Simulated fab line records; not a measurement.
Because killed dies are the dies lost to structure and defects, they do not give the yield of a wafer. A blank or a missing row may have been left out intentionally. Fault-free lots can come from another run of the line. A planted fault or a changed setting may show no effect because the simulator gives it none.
fab line records    flow berkeleyCmos170
record: lots: 15  wafers: 45  lastDay: 11
route steps=331 shown GATE@142 PLDD@155 NLDD@164 NSD@188
lots untouched by any fault: they come from a run of this same line in which no faults occurred
startH: the number of hours between the record's first day and the start of the first shown wafer of the lot    waitH: time in hours since the lot's previous step    " repeats the value in the row above    L1.1+2: one row covering several wafers at once    - no value present, or no start provided    * or withheld: withheld    < > ~ a bound
route shown NAME@n: names a module that has steps shown in the file, with the first one's number in the route    usual: the fault-free wafers' mean and standard deviation    same: alike in all rows    chamber/n: place in a boat    sites: each site's reading    _std_site: how widely they spread, as a standard deviation    _edge_site: inner sites' mean taken away from outer sites' mean    radiusMm: for every site, how far away it sits from the centre of the wafer    mask NAME#n: copy n    behind: the tool/chamber that last shaped the wafer    hold: the reason the lot was held/the length of the hold in hours/how it ended    device: names the non-switching transistor (n, p or np)    end of line: at the end of the route, the tests of the same wafers    where a step has no rows: the recipe by itself    killed: not the wafer's yield, but the dies lost to structure and defects at the first sort    map: the dies of a wafer, with x for killed, . for not killed, _ for no die there
set.NAME: the setting as run; set.NAME@STEP: as run at that earlier step    model.NAME: the simulator's own value behind a step, which no gauge read
route steps across a sampled set of lots; one table per step, one row per wafer
services: the hour from which a tool's chamber was out of use, counted from the record's first day as startH (under 0 if before that day), plus the number of hours and why
== steps ==
step: UCB170_GATE_STRIP_16
recipe: chemistry: O2  powerW: 400  pressureMtorr: 3500  platenTempC: withheld  o2FlowSccm: 400  overashFraction: 0.5
usual: drypumpMotorCurrentA: 5.79/0.29  oesProductAu: 0.724/0.0047
lot.wafer  tool            chamber  startH  waitH  drypumpMotorCurrentA  oesProductAu  rfHoursCounterH
L455.3     plasmaAsher-01  1        120.13  0.1    5.57                  0.723         -
L455.4     "               0        "       "      5.02                  0.729         -
L455.6     "               1        "       "      5.58                  0.724         -
L456.2     plasmaAsher-04  0        132.59  0.0    5.89                  0.724         42
L456.4     "               0        "       "      5.87                  0.727         -
L456.6     "               1        "       "      6.05                  0.718         -
L457.1     plasmaAsher-04  1        135.26  0.0    6.08                  0.720         43
L457.3     "               0        "       "      5.88                  0.713         -
L457.5     "               1        "       "      6.05                  0.727         -
L458.1     plasmaAsher-02  1        135.51  0.0    5.80                  0.733         44
L458.2     "               0        "       "      5.90                  0.723         44
L458.6     "               1        "       "      5.77                  0.722         -
L459.2     plasmaAsher-04  1        141.26  0.0    6.04                  0.729         44
L459.5     "               1        "       "      6.04                  0.723         -
L459.6     "               0        "       "      5.91                  0.728         -
L461.3     plasmaAsher-01  1        147.03  0.1    5.58                  0.734         -
L461.4     "               0        "       "      5.03                  0.724         -
L461.6     "               0        "       "      5.03                  0.718         -
L460.1     plasmaAsher-04  1        147.17  0.0    6.05                  0.733         44
L460.2     "               0        "       "      5.90                  0.729         44
L460.6     "               0        "       "      5.87                  0.726         -
L463.1     plasmaAsher-01  1        164.10  0.0    5.56                  0.725         4
L463.5     "               1        "       "      5.56                  0.726         -
L463.6     "               0        "       "      5.07                  0.729         -
L464.2     plasmaAsher-04  1        164.30  0.0    6.07                  0.733         46
L464.3     "               1        "       "      6.10                  0.727         -
L464.4     "               0        "       "      5.86                  0.721         -
L469.3     plasmaAsher-04  1        186.57  0.1    6.07                  0.726         -
L469.4     "               0        "       "      5.86                  0.721         -
L469.6     "               1        "       "      6.04                  0.732         -
L470.1     plasmaAsher-02  0        191.15  0.0    5.91                  0.722         50
L470.3     "               0        "       "      5.90                  0.723         -
L470.4     "               1        "       "      5.77                  0.730         -
L471.2     plasmaAsher-04  0        191.39  0.0    5.84                  0.721         50
L471.3     "               0        "       "      5.88                  0.717         -
L471.4     "               1        "       "      6.09                  0.722         -
L474.1     plasmaAsher-01  0        213.08  0.0    5.02                  0.734         7
L474.2     "               1        "       "      5.57                  0.719         7
L474.4     "               0        "       "      5.03                  0.721         -
L476.2     plasmaAsher-01  0        220.71  0.0    5.04                  0.729         8
L476.4     "               1        "       "      5.59                  0.722         -
L476.6     "               1        "       "      5.57                  0.725         -
L478.2     plasmaAsher-04  1        227.91  0.0    6.12                  0.718         54
L478.3     "               0        "       "      5.84                  0.731         -
L478.6     "               0        "       "      5.83                  0.736         -
step: UCB170_PLDD_STRIP_10
recipe: chemistry: O2  powerW: 400  pressureMtorr: 3500  platenTempC: withheld  o2FlowSccm: 400  overashFraction: 0.5
usual: drypumpMotorCurrentA: 5.61/0.27  oesProductAu: 0.734/0.0046  stripTimeToEndpointS: 21.61/0.07
lot.wafer  tool            chamber  startH  waitH  drypumpMotorCurrentA  oesProductAu  rfHoursCounterH  stripTimeToEndpointS
L455.3     plasmaAsher-01  1        123.19  0.1    5.56                  0.735         -                21.60
L455.4     "               0        "       "      5.03                  0.739         -                21.57
L455.6     "               0        "       "      5.01                  0.741         -                21.61
L456.2     plasmaAsher-03  0        134.28  0.1    5.85                  0.745         36               21.67
L456.4     "               1        "       "      5.55                  0.732         -                21.70
L456.6     "               0        "       "      5.84                  0.739         -                21.61
L457.1     plasmaAsher-02  1        137.29  0.1    5.78                  0.740         44               21.71
L457.3     "               1        "       "      5.80                  0.728         -                21.71
L457.5     "               1        "       "      5.76                  0.728         -                21.74
L458.1     plasmaAsher-02  0        137.47  0.1    5.88                  0.740         44               21.53
L458.2     "               1        "       "      5.78                  0.728         44               21.47
L458.6     "               0        "       "      5.88                  0.735         -                21.51
L459.2     plasmaAsher-03  0        144.22  0.1    5.79                  0.733         37               21.58
L459.5     "               1        "       "      5.55                  0.742         -                21.56
L459.6     "               0        "       "      5.80                  0.738         -                21.61
L461.3     plasmaAsher-02  0        148.96  0.1    5.90                  0.729         -                21.53
L461.4     "               1        "       "      5.76                  0.737         -                21.53
L461.6     "               0        "       "      5.90                  0.740         -                21.60
L460.1     plasmaAsher-01  1        149.20  0.1    5.58                  0.738         3                21.63
L460.2     "               0        "       "      5.03                  0.731         3                21.60
L460.6     "               0        "       "      5.04                  0.729         -                21.63
L463.1     plasmaAsher-02  0        165.92  0.1    5.89                  0.740         47               21.60
L463.5     "               1        "       "      5.81                  0.738         -                21.57
L463.6     "               0        "       "      5.88                  0.734         -                21.61
L464.2     plasmaAsher-03  1        166.16  0.1    5.53                  0.729         40               21.60
L464.3     "               0        "       "      5.83                  0.737         -                21.62
L464.4     "               1        "       "      5.53                  0.734         -                21.57
L469.3     plasmaAsher-03  1        188.99  0.1    5.53                  0.733         -                21.60
L469.4     "               0        "       "      5.82                  0.741         -                21.61
L469.6     "               1        "       "      5.52                  0.741         -                21.62
L471.2     plasmaAsher-03  1        195.55  0.1    5.58                  0.740         44               21.65
L471.3     "               1        "       "      5.56                  0.729         -                21.59
L471.4     "               0        "       "      5.82                  0.725         -                21.67
L470.1     plasmaAsher-02  1        195.79  0.1    5.79                  0.730         51               21.68
L470.3     "               0        "       "      5.89                  0.726         -                21.68
L470.4     "               1        "       "      5.81                  0.731         -                21.59
L474.1     plasmaAsher-01  1        215.11  0.1    5.58                  0.731         7                21.56
L474.2     "               0        "       "      5.05                  0.734         7                21.56
L474.4     "               0        "       "      5.04                  0.728         -                21.63
L476.2     plasmaAsher-02  1        222.54  0.1    5.79                  0.735         54               21.56
L476.4     "               1        "       "      5.77                  0.727         -                21.60
L476.6     "               1        "       "      5.83                  0.737         -                21.50
L478.2     plasmaAsher-03  0        229.82  0.1    5.81                  0.736         49               21.71
L478.3     "               0        "       "      5.83                  0.735         -                21.63
L478.6     "               1        "       "      5.53                  0.738         -                21.60
step: UCB170_NLDD_CD_MEAS_06
recipe: targetCdNm: 1200
usual: cdNm: 1200.1/1.4
lot.wafer  tool      chamber  startH  waitH  cdNm
L455.3     cdSem-01  -        124.91  -      1201.6
L455.4     "         -        "       "      1200.2
L455.6     "         -        "       "      1201.6
L456.2     cdSem-02  -        135.76  -      1198.1
L456.4     "         -        "       "      1197.0
L456.6     "         -        "       "      1198.1
L457.1     cdSem-01  -        142.03  -      1198.6
L457.3     "         -        "       "      1200.8
L457.5     "         -        "       "      1199.9
L458.1     cdSem-02  -        142.13  -      1198.9
L458.2     "         -        "       "      1200.4
L458.6     "         -        "       "      1199.7
L459.2     cdSem-01  -        145.61  -      1199.6
L459.5     "         -        "       "      1199.6
L459.6     "         -        "       "      1199.5
L461.3     cdSem-01  -        150.79  -      1203.1
L461.4     "         -        "       "      1200.4
L461.6     "         -        "       "      1200.8
L460.1     cdSem-02  -        151.27  -      1203.0
L460.2     "         -        "       "      1200.9
L460.6     "         -        "       "      1202.0
L463.1     cdSem-01  -        167.11  -      1201.4
L463.5     "         -        "       "      1200.3
L463.6     "         -        "       "      1199.4
L464.2     cdSem-01  -        167.87  -      1200.6
L464.3     "         -        "       "      1200.3
L464.4     "         -        "       "      1199.7
L469.3     cdSem-02  -        190.21  -      1201.2
L469.4     "         -        "       "      1203.0
L469.6     "         -        "       "      1202.5
L471.2     cdSem-01  -        197.08  -      1200.0
L471.3     "         -        "       "      1199.7
L471.4     "         -        "       "      1199.8
L470.1     cdSem-02  -        197.34  -      1199.1
L470.3     "         -        "       "      1199.4
L470.4     "         -        "       "      1199.4
L474.1     cdSem-01  -        216.62  -      1201.9
L474.2     "         -        "       "      1202.5
L474.4     "         -        "       "      1201.6
L476.2     cdSem-01  -        224.13  -      1197.7
L476.4     "         -        "       "      1199.2
L476.6     "         -        "       "      1199.3
L478.2     cdSem-01  -        231.45  -      1198.9
L478.3     "         -        "       "      1199.4
L478.6     "         -        "       "      1198.3
step: UCB170_NSD_COAT_01
recipe: resist: KrF  spinRpm: 1500  resistThkNm: 900
lot.wafer   tool           chamber  startH  waitH
L455.3+4+6  lithoTrack-02  0        130.34  0.1
L456.2+4+6  lithoTrack-02  0        142.70  0.1
L457.1+3+5  lithoTrack-04  0        148.05  0.1
L458.1+2+6  lithoTrack-02  0        148.05  0.1
L459.2+5+6  lithoTrack-02  0        152.20  0.1
L461.3+4+6  lithoTrack-01  0        159.06  0.1
L460.1+2+6  lithoTrack-01  0        159.46  0.1
L464.2+3+4  lithoTrack-01  0        175.62  0.1
L463.1+5+6  lithoTrack-04  0        175.81  0.1
L469.3+4+6  lithoTrack-04  0        198.64  0.1
L470.1+3+4  lithoTrack-04  0        206.91  0.1
L471.2+3+4  lithoTrack-01  0        206.94  0.1
L474.1+2+4  lithoTrack-04  0        225.35  0.1
L476.2+4+6  lithoTrack-01  0        234.21  0.1
L478.2+3+6  lithoTrack-01  0        239.97  0.1
step: UCB170_NSD_STRIP_09
recipe: chemistry: O2  powerW: 400  pressureMtorr: 3500  platenTempC: withheld  o2FlowSccm: 400  overashFraction: 0.5
usual: drypumpMotorCurrentA: 5.80/0.26  oesProductAu: 0.534/0.0046  stripTimeToEndpointS: 35.82/0.058
lot.wafer  tool            chamber  startH  waitH  drypumpMotorCurrentA  oesProductAu  rfHoursCounterH  stripTimeToEndpointS
L455.3     plasmaAsher-04  1        131.68  0.1    6.02                  0.546         -                35.84
L455.4     "               0        "       "      5.91                  0.533         -                35.78
L455.6     "               0        "       "      5.89                  0.534         -                35.85
L456.2     plasmaAsher-01  1        147.51  0.1    5.58                  0.531         3                35.77
L456.4     "               1        "       "      5.59                  0.529         -                35.76
L456.6     "               1        "       "      5.58                  0.534         -                35.83
L457.1     plasmaAsher-04  0        149.17  0.1    5.86                  0.531         45               35.80
L457.3     "               0        "       "      5.88                  0.528         -                35.87
L457.5     "               0        "       "      5.88                  0.535         -                35.89
L458.1     plasmaAsher-02  0        149.41  0.1    5.89                  0.529         46               35.86
L458.2     "               1        "       "      5.76                  0.542         46               35.83
L458.6     "               0        "       "      5.89                  0.531         -                35.84
L459.2     plasmaAsher-02  0        153.17  0.1    5.89                  0.534         46               35.88
L459.5     "               1        "       "      5.77                  0.533         -                35.94
L459.6     "               0        "       "      5.89                  0.535         -                35.83
L461.3     plasmaAsher-02  0        160.28  0.1    5.90                  0.532         -                35.79
L461.4     "               1        "       "      5.78                  0.529         -                35.79
L461.6     "               0        "       "      5.89                  0.542         -                35.76
L460.1     plasmaAsher-01  0        160.53  0.1    5.08                  0.536         4                35.83
L460.2     "               1        "       "      5.58                  0.536         4                35.83
L460.6     "               0        "       "      5.05                  0.537         -                35.88
L464.2     plasmaAsher-01  1        177.13  0.1    5.57                  0.534         6                35.83
L464.3     "               0        "       "      5.04                  0.531         -                35.86
L464.4     "               1        "       "      5.57                  0.538         -                35.80
L463.1     plasmaAsher-04  0        177.25  0.1    5.85                  0.542         48               35.84
L463.5     "               1        "       "      6.07                  0.535         -                35.77
L463.6     "               0        "       "      5.89                  0.535         -                35.79
L469.3     plasmaAsher-04  1        200.28  0.1    6.08                  0.542         -                36.56
L469.4     "               0        "       "      5.90                  0.539         -                36.54
L469.6     "               1        "       "      6.08                  0.539         -                36.57
L471.2     plasmaAsher-02  1        208.24  0.1    5.74                  0.529         52               35.85
L471.3     "               0        "       "      5.88                  0.524         -                35.82
L471.4     "               1        "       "      5.79                  0.532         -                35.77
L470.1     plasmaAsher-04  1        208.52  0.1    6.04                  0.542         52               36.68
L470.3     "               0        "       "      5.90                  0.534         -                36.69
L470.4     "               1        "       "      6.04                  0.531         -                36.69
L474.1     plasmaAsher-02  0        226.62  0.1    5.90                  0.542         54               36.65
L474.2     "               1        "       "      5.79                  0.532         54               36.63
L474.4     "               0        "       "      5.90                  0.541         -                36.72
L476.2     plasmaAsher-02  1        235.32  0.1    5.79                  0.536         56               35.74
L476.4     "               0        "       "      5.89                  0.533         -                35.78
L476.6     "               0        "       "      5.88                  0.524         -                35.80
L478.2     plasmaAsher-02  0        240.94  0.1    5.88                  0.531         56               35.92
L478.3     "               1        "       "      5.79                  0.524         -                35.87
L478.6     "               1        "       "      5.81                  0.529         -                35.97
== services ==
tool            chamber  startH  hours  kind
plasmaAsher-01  -        108.75  9.0    pm
plasmaAsher-01  0        108.75  9.0    ventCycle
plasmaAsher-01  1        108.75  9.0    ventCycle
plasmaAsher-03  -        110.45  9.6    repair
plasmaAsher-01  0        117.75  -      clean
plasmaAsher-01  1        117.75  -      clean
plasmaAsher-02  -        125.12  7.6    repair
plasmaAsher-01  -        130.21  9.0    repair
plasmaAsher-01  -        178.09  28.1   pm
plasmaAsher-04  -        224.44  0.4    repair
== key ==
firstSign: step: UCB170_NSD_STRIP_09  reading: stripTimeToEndpointS  direction: up  sigmas: 14  usual: *  struck: *  through: *
effect none on later readings
metAt UCB170_NSD_COAT_01
struckLots L469,L470,L474
testerLeftOut L469,L470,L474
loopTrim: step: UCB170_NSD_EXPOSE_03  setting: dose  lots: L470,L474
notActingAt UCB170_GATE_STRIP_16,UCB170_PLDD_STRIP_10,UCB170_NLDD_CD_MEAS_06
onsetBetween 175.81 198.64
fault: kind: processParameterDrift  tool: lithoTrack-04  chamber: -  onsetH: 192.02  steps: UCB170_NSD_COAT_01  channel: resistThkNm  offset: *  shape: step  endH: 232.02  actsIn: *  stated: *
testerLeftOut: of these lots the tester's yield and bins aren't shown, on N5 and GAA mostly nor the transistor test; their killed dies are dies lost to structure and defects alone, not to doping, threshold or leakage, so they don't give the yield
loopTrim: a control loop set the setting to another value than it would have without faults
